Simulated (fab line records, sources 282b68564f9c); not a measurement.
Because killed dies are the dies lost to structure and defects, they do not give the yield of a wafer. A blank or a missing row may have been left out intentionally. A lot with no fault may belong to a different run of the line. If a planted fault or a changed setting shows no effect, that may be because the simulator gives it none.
fab line records | flow rit_cmos
[record] lots = 14 | wafers = 42 | last_day = 7
route steps=202 shown PSD@150
lots that met no fault: from a run of the same line without faults
start_h: the number of hours between the record's first day and the start of the first shown wafer of the lot | wait_h: hours elapsed since this lot's preceding step | " same as the row above | L1.1+2: a single row standing in for several wafers | - value missing, or start not given | * or withheld: withheld | < > ~ a bound
route shown NAME@n: NAME is a module with steps in the file, n the number in the route of the first one | usual: mean/standard deviation taken from wafers without a fault | same: alike in all rows | chamber/n: place in a boat | sites: each site's reading | _std_site: the values' standard deviation | _edge_site: outer sites' mean less inner sites' | radius_mm: for every site, how far away it sits from the centre of the wafer | mask NAME#n: copy n | behind: the most recent tool/chamber to have shaped the wafer | hold: reason for holding the lot/hours on hold/outcome of the hold | device: names the non-switching transistor (n, p or np) | end of line: the route-end tests of the same wafers | a step with no rows: only its recipe | killed: count of dies lost to structure and defects at first sort (not the wafer's yield) | map: the dies of a wafer, with x for killed, . for not killed, _ for no die there
set.NAME: the setting that was run; set.NAME@STEP: the one run at that earlier step | model.NAME: the simulator's own value behind a step, which no gauge read
steps of the route over a sample of lots; a table a step, a row a wafer
services: from which hour (start_h, from the record's first day; less than 0 if before it) a tool's chamber was out of use, for how many hours, and why
[[steps]]
[step RIT_PSD_IMPLANT_08]
[recipe] species = BF2 | energy_kev = 27 | dose_cm2 = 5e+15 | tilt_deg = 7
[usual] beam_energy_keV = 26.999/0.0079 | dose_ions_cm2 = 5e+15/5.4e+12 | end_station_pressure_torr = 1.4e-05/1.5e-06
lot.wafer | tool         | chamber | start_h | wait_h | beam_energy_keV | dose_ions_cm2 | end_station_pressure_torr
L117.2    | implanter-01 | 0       | 60.13   | 0.1    | 27.008          | 5.001e+15     | 1.3e-05
L117.3    | "            | 0       | "       | "      | 26.997          | 5e+15         | 1.23e-05
L117.4    | "            | 0       | "       | "      | 27.001          | 4.998e+15     | 1.17e-05
L118.2    | implanter-04 | 0       | 73.13   | 0.1    | 26.995          | 5.003e+15     | 1.58e-05
L118.3    | "            | 0       | "       | "      | 26.997          | 5.004e+15     | 1.51e-05
L118.5    | "            | 0       | "       | "      | 26.990          | 5.006e+15     | 1.43e-05
L119.4    | implanter-01 | 0       | 86.03   | 0.1    | 27.003          | 5e+15         | 1.3e-05
L119.5    | "            | 0       | "       | "      | 26.999          | 4.997e+15     | 1.36e-05
L119.6    | "            | 0       | "       | "      | 26.994          | 5.005e+15     | 1.32e-05
L120.1    | implanter-01 | 0       | 89.76   | 0.1    | 27.005          | 5e+15         | 1.21e-05
L120.4    | "            | 0       | "       | "      | 27.015          | 5.009e+15     | 1.23e-05
L120.5    | "            | 0       | "       | "      | 27.000          | 4.997e+15     | 1.2e-05
L121.1    | implanter-01 | 0       | 92.26   | 0.1    | 26.989          | 4.991e+15     | 1.19e-05
L121.2    | "            | 0       | "       | "      | 26.997          | 5.002e+15     | 1.38e-05
L121.6    | "            | 0       | "       | "      | 26.997          | 4.994e+15     | 1.28e-05
L122.4    | implanter-04 | 0       | 98.49   | 0.1    | 27.013          | 4.998e+15     | 1.46e-05
L122.5    | "            | 0       | "       | "      | 27.008          | 4.987e+15     | 1.42e-05
L122.6    | "            | 0       | "       | "      | 26.989          | 4.999e+15     | 1.48e-05
L123.4    | implanter-03 | 0       | 98.84   | 0.1    | 26.995          | 4.991e+15     | 1.78e-05
L123.5    | "            | 0       | "       | "      | 26.996          | 5.006e+15     | 1.63e-05
L123.6    | "            | 0       | "       | "      | 26.996          | 5.003e+15     | 1.58e-05
L125.1    | implanter-04 | 0       | 117.49  | 0.1    | 26.991          | 5.004e+15     | 1.32e-05
L125.3    | "            | 0       | "       | "      | 26.988          | 5.008e+15     | 1.4e-05
L125.4    | "            | 0       | "       | "      | 26.997          | 5.004e+15     | 1.46e-05
L131.1    | implanter-01 | 0       | 134.60  | 0.1    | 26.996          | 4.257e+15     | 1.38e-05
L131.3    | "            | 0       | "       | "      | 26.996          | 4.246e+15     | 1.3e-05
L131.5    | "            | 0       | "       | "      | 26.993          | 4.244e+15     | 1.2e-05
L132.1    | implanter-01 | 0       | 135.19  | 0.1    | 26.998          | 4.252e+15     | 1.31e-05
L132.3    | "            | 0       | "       | "      | 26.993          | 4.252e+15     | 1.32e-05
L132.5    | "            | 0       | "       | "      | 26.991          | 4.258e+15     | 1.29e-05
L134.1    | implanter-03 | 0       | 143.95  | 0.1    | 27.006          | 5.006e+15     | 1.42e-05
L134.5    | "            | 0       | "       | "      | 27.003          | 5.002e+15     | 1.53e-05
L134.6    | "            | 0       | "       | "      | 26.998          | 5.011e+15     | 1.57e-05
L133.1    | implanter-04 | 0       | 144.27  | 0.1    | 26.994          | 5.002e+15     | 1.46e-05
L133.4    | "            | 0       | "       | "      | 27.009          | 5.005e+15     | 1.5e-05
L133.6    | "            | 0       | "       | "      | 27.002          | 5.001e+15     | 1.57e-05
L139.2    | implanter-03 | 0       | 163.58  | 0.1    | 26.983          | 4.998e+15     | 1.56e-05
L139.4    | "            | 0       | "       | "      | 26.987          | 4.998e+15     | 1.65e-05
L139.6    | "            | 0       | "       | "      | 26.995          | 4.997e+15     | 1.5e-05
L140.1    | implanter-03 | 0       | 169.63  | 0.1    | 27.009          | 5.005e+15     | 1.65e-05
L140.4    | "            | 0       | "       | "      | 26.994          | 5.002e+15     | 1.76e-05
L140.6    | "            | 0       | "       | "      | 27.002          | 5.005e+15     | 1.53e-05
[step RIT_SDANNEAL_RS_MEAS_04]
[recipe] thk_meas_gauge = four-point-probe
[usual] PSD_RS = 115.79/0.26
lot.wafer | tool          | chamber | start_h | wait_h | PSD_RS[ohm/sq]
L117.2    | film_metro-02 | -       | 60.96   | 0.1    | 115.86
L117.3    | "             | -       | "       | "      | 115.69
L117.4    | "             | -       | "       | "      | 115.60
L118.2    | film_metro-02 | -       | 73.94   | 0.1    | 115.96
L118.3    | "             | -       | "       | "      | 116.02
L118.5    | "             | -       | "       | "      | 115.98
L119.4    | film_metro-03 | -       | 86.84   | 0.1    | 115.74
L119.5    | "             | -       | "       | "      | 115.50
L119.6    | "             | -       | "       | "      | 115.66
L120.1    | film_metro-03 | -       | 90.58   | 0.0    | 115.67
L120.4    | "             | -       | "       | "      | 115.64
L120.5    | "             | -       | "       | "      | 115.59
L121.1    | film_metro-03 | -       | 93.09   | 0.0    | 115.90
L121.2    | "             | -       | "       | "      | 115.97
L121.6    | "             | -       | "       | "      | 116.07
L122.4    | film_metro-03 | -       | 99.32   | 0.1    | 115.74
L122.5    | "             | -       | "       | "      | 115.88
L122.6    | "             | -       | "       | "      | 115.89
L123.4    | film_metro-01 | -       | 99.69   | 0.1    | 115.37
L123.5    | "             | -       | "       | "      | 115.16
L123.6    | "             | -       | "       | "      | 115.61
L125.1    | film_metro-02 | -       | 118.30  | 0.0    | 115.88
L125.3    | "             | -       | "       | "      | 116.00
L125.4    | "             | -       | "       | "      | 115.96
L131.1    | film_metro-01 | -       | 135.44  | 0.0    | 117.89
L131.3    | "             | -       | "       | "      | 117.83
L131.5    | "             | -       | "       | "      | 118.33
L132.1    | film_metro-03 | -       | 136.20  | 0.0    | 117.92
L132.3    | "             | -       | "       | "      | 117.83
L132.5    | "             | -       | "       | "      | 117.81
L134.1    | film_metro-01 | -       | 144.76  | 0.0    | 115.61
L134.5    | "             | -       | "       | "      | 115.66
L134.6    | "             | -       | "       | "      | 115.71
L133.1    | film_metro-02 | -       | 145.08  | 0.0    | 115.96
L133.4    | "             | -       | "       | "      | 115.58
L133.6    | "             | -       | "       | "      | 115.43
L139.2    | film_metro-02 | -       | 164.41  | 0.1    | 115.52
L139.4    | "             | -       | "       | "      | 115.44
L139.6    | "             | -       | "       | "      | 115.27
L140.1    | film_metro-01 | -       | 170.49  | 0.0    | 115.53
L140.4    | "             | -       | "       | "      | 115.55
L140.6    | "             | -       | "       | "      | 115.32
[[services]]
tool         | chamber | start_h | hours | kind
implanter-04 | -       | 52.47   | 4.5   | repair
implanter-03 | -       | 69.62   | 2.3   | repair
implanter-01 | -       | 86.81   | 2.6   | repair
implanter-03 | -       | 87.47   | 2.2   | pm
implanter-04 | -       | 110.13  | 3.1   | pm
implanter-04 | -       | 124.92  | 17.4  | pm
implanter-01 | -       | 142.54  | 4.2   | repair
[[key]]
[first_sign] step = RIT_PSD_IMPLANT_08 | reading = dose_ions_cm2 | direction = down | sigmas = 99+ | usual = 5e+15 | struck = 4.251e+15
[effect] step = RIT_SDANNEAL_RS_MEAS_04 | reading = PSD_RS | direction = up | sigmas = 8.3 | usual = 115.79 | struck = 117.93
met_at RIT_PSD_IMPLANT_08
struck_lots L131,L132
tester_left_out L131,L132
onset_between 92.26 134.60
[fault] kind = process_parameter_drift | tool = implanter-01 | chamber = - | onset_h = 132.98 | steps = RIT_PSD_IMPLANT_08 | channel = dose_cm2 | offset = -7.5e+14 | shape = step | end_h = 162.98 | acts_in = these_recipes_only | stated = 5e+15
// tester_left_out: of these lots the tester's yield and bins aren't shown, on N5 and GAA mostly nor the transistor test; their killed dies are dies lost to structure and defects alone, not to doping, threshold or leakage, so they don't give the yield
